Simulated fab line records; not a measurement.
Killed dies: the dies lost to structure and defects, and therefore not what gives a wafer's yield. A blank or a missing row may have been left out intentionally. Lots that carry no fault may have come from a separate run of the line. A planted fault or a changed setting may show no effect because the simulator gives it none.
Which of the tools did it?	flow ritCmos	42 wafers from 14 lots sampled at 4 of the route's 202 steps

WHAT EACH GAUGE READ, for each wafer
RIT_ACTIVE_CD_MEAS_11 targets a cd of 1400 nm. Usual: cdNm 1399.4 nm, standard deviation 2.3.
lot	measured	on	cdNm (nm)	flag
L789	day 1 20:23	cdSem-01	1398.7 1401.6 1397.3	
L790	day 2 02:05	cdSem-01	1399.1 1400.5 1399.4	
L791	day 2 05:54	cdSem-01	1401.2 1400.4 1397.9	
L792	day 2 14:06	cdSem-02	1395.3 1396.9 1396.8	
L793	day 3 00:11	cdSem-02	1399.5 1398.4 1400.3	
L794	day 3 00:23	cdSem-01	1401.4 1402.6 1402.6	
L796	day 3 07:36	cdSem-02	1397.6 1399.0 1398.0	
L795	day 3 07:52	cdSem-01	1401.0 1400.6 1400.4	
L797	day 3 15:02	cdSem-02	1395.7 1397.7 1397.6	
L801	day 4 16:23	cdSem-01	1402.2 1400.8 1400.2	
L803	day 4 19:28	cdSem-02	1399.9 1398.5 1399.0	
L804	day 5 02:39	cdSem-01	1403.9 1404.4 1401.7	
L808	day 6 00:16	cdSem-02	1397.4 1399.8 1400.2	
L811	day 6 11:29	cdSem-01	1400.0 1402.4 1401.4	

RIT_M1_CD_MEAS_09 targets a cd of 2600 nm. Usual: cdNm 2600.2 nm, standard deviation 2.1.
lot	measured	on	cdNm (nm)	flag
L789	day 4 07:19	cdSem-02	2603.7 2601.4 2604.1	
L790	day 5 01:50	cdSem-01	2600.9 2601.9 2603.3	
L791	day 5 01:31	cdSem-02	2597.5 2597.9 2596.9	
L792	day 5 14:22	cdSem-02	2603.7 2600.1 2603.0	
L793	day 6 04:16	cdSem-02	2598.3 2601.2 2598.9	
L794	day 5 14:05	cdSem-01	2599.4 2602.1 2600.7	
L796	day 6 04:19	cdSem-02	2600.3 2600.9 2599.4	
L795	day 6 03:58	cdSem-01	2597.8 2599.6 2599.8	
L797	day 6 04:31	cdSem-01	2604.8 2601.3 2605.2	
L801	day 7 00:55	cdSem-02	2601.7 2601.8 2601.2	
L803	day 7 04:02	cdSem-02	2602.7 2601.3 2600.1	
L804	day 7 08:05	cdSem-02	2595.9 2596.9 2599.8	
L808	day 7 20:45	cdSem-02	2598.8 2601.2 2602.6	
L811	day 8 06:51	cdSem-02	2600.5 2603.2 2602.5	

RIT_M1_BOW_MEAS_16. Usual: M1_BOW gives 17 um (standard deviation 6.1).
lot	measured	on	M1_BOW (um)	flag
L789	day 4 09:51	filmMetro-03	12 16 21	
L790	day 5 05:46	filmMetro-02	13 16 -3	
L791	day 5 04:14	filmMetro-03	21 19 17	
L792	day 5 18:13	filmMetro-03	14 10 18	
L793	day 6 08:12	filmMetro-02	18 21 19	
L794	day 5 16:37	filmMetro-03	5 19 13	
L796	day 6 08:08	filmMetro-01	18 15 17	
L795	day 6 06:40	filmMetro-02	9 21 9	
L797	day 6 08:16	filmMetro-02	28 33 24	
L801	day 7 04:33	filmMetro-02	18 14 3	
L803	day 7 06:35	filmMetro-01	21 21 30	
L804	day 7 10:38	filmMetro-01	13 11 14	
L808	day 7 23:17	filmMetro-01	21 14 15	
L811	day 8 09:23	filmMetro-01	8 19 10	

TOOL THAT RAN EACH LOT (tool first, then ch and the chambers of the sampled wafers, then the start)
lot	RIT_ACTIVE_ETCH_13
L789	rieDiel-03 ch 0,1,2, day 1 20:38
L790	rieDiel-04 ch 0,1,3, day 2 02:21
L791	rieDiel-02 ch 1,2,3, day 2 06:08
L792	rieDiel-04 ch 1,2,3, day 2 14:22
L793	rieDiel-03 ch 0,1,2, day 3 00:23
L794	rieDiel-02 ch 0,1, day 3 00:38
L796	rieDiel-04 ch 1,3, day 3 07:52
L795	rieDiel-03 ch 0,1, day 3 08:07
L797	rieDiel-02 ch 0,1,2, day 3 15:19
L801	rieDiel-02 ch 1,2,3, day 4 16:39
L803	rieDiel-02 ch 1,2,3, day 4 19:43
L804	rieDiel-04 ch 0,2,3, day 5 03:21
L808	rieDiel-03 ch 0,2,3, day 6 00:29
L811	rieDiel-03 ch 0,2,3, day 6 11:50
- RIT_ACTIVE_ETCH_13: etches Si3N4 in SF6, stops on SiO2, time 210 s, target depth 210 nm.

AS READ BY THE TOOLS THEMSELVES (means over the sampled wafers that have a number; for cases with no such wafer, the mark the record gives instead)
RIT_ACTIVE_ETCH_13. Usual: chamberPressureMTorr 259.99 mTorr, standard deviation 0.26; drypumpMotorCurrentA 5.9 A, standard deviation 0.44; oesProductAu 0.825 a.u., standard deviation 0.013; rfFwdPowerW 124.6 W, standard deviation 0.39; throttleValvePct 7.50 %, standard deviation 0.12.
lot	tool	chamberPressureMTorr (mTorr)	drypumpMotorCurrentA (A)	oesProductAu (a.u.)	rfFwdPowerW (W)	throttleValvePct (%)	flag
L789	rieDiel-03	260.08	5.6	0.835	124.4	7.62	
L790	rieDiel-04	260.10	6.0	0.829	124.7	7.49	
L791	rieDiel-02	260.04	6.0	0.821	124.9	7.43	
L792	rieDiel-04	260.19	5.6	0.835	124.8	7.40	
L793	rieDiel-03	260.16	5.6	0.826	124.6	7.62	
L794	rieDiel-02	259.73	5.9	0.833	124.6	7.52	
L796	rieDiel-04	259.69	5.9	0.837	125.0	7.45	
L795	rieDiel-03	260.01	5.7	0.835	124.3	7.64	
L797	rieDiel-02	260.22	5.9	0.817	124.5	7.46	
L801	rieDiel-02	260.19	6.0	0.823	124.7	7.44	
L803	rieDiel-02	260.02	6.0	0.817	124.8	7.45	
L804	rieDiel-04	260.25	5.7	0.822	124.5	7.44	
L808	rieDiel-03	259.77	5.9	0.819	124.6	7.60	
L811	rieDiel-03	259.84	5.9	0.830	125.3	7.60	

THE ANSWER, worked out from the rows above alone
Rule: a lot counts as off when the mean over its wafers that have a number is more than 3 standard deviations away from the usual mean. A lot without any number at a reading at which 4 lots or more have one is off too. All remaining lots with rows at the step are treated as sound. First the gauges in route order, then the tools' own readings, where a lot's mean is used as printed above. At the first step where some lot is off, the reading lying furthest off is the one used; lots without a number count as furthest.
None of the lots is off at any reading shown; this tells nothing.

WHAT THE SIMULATOR PUT IN
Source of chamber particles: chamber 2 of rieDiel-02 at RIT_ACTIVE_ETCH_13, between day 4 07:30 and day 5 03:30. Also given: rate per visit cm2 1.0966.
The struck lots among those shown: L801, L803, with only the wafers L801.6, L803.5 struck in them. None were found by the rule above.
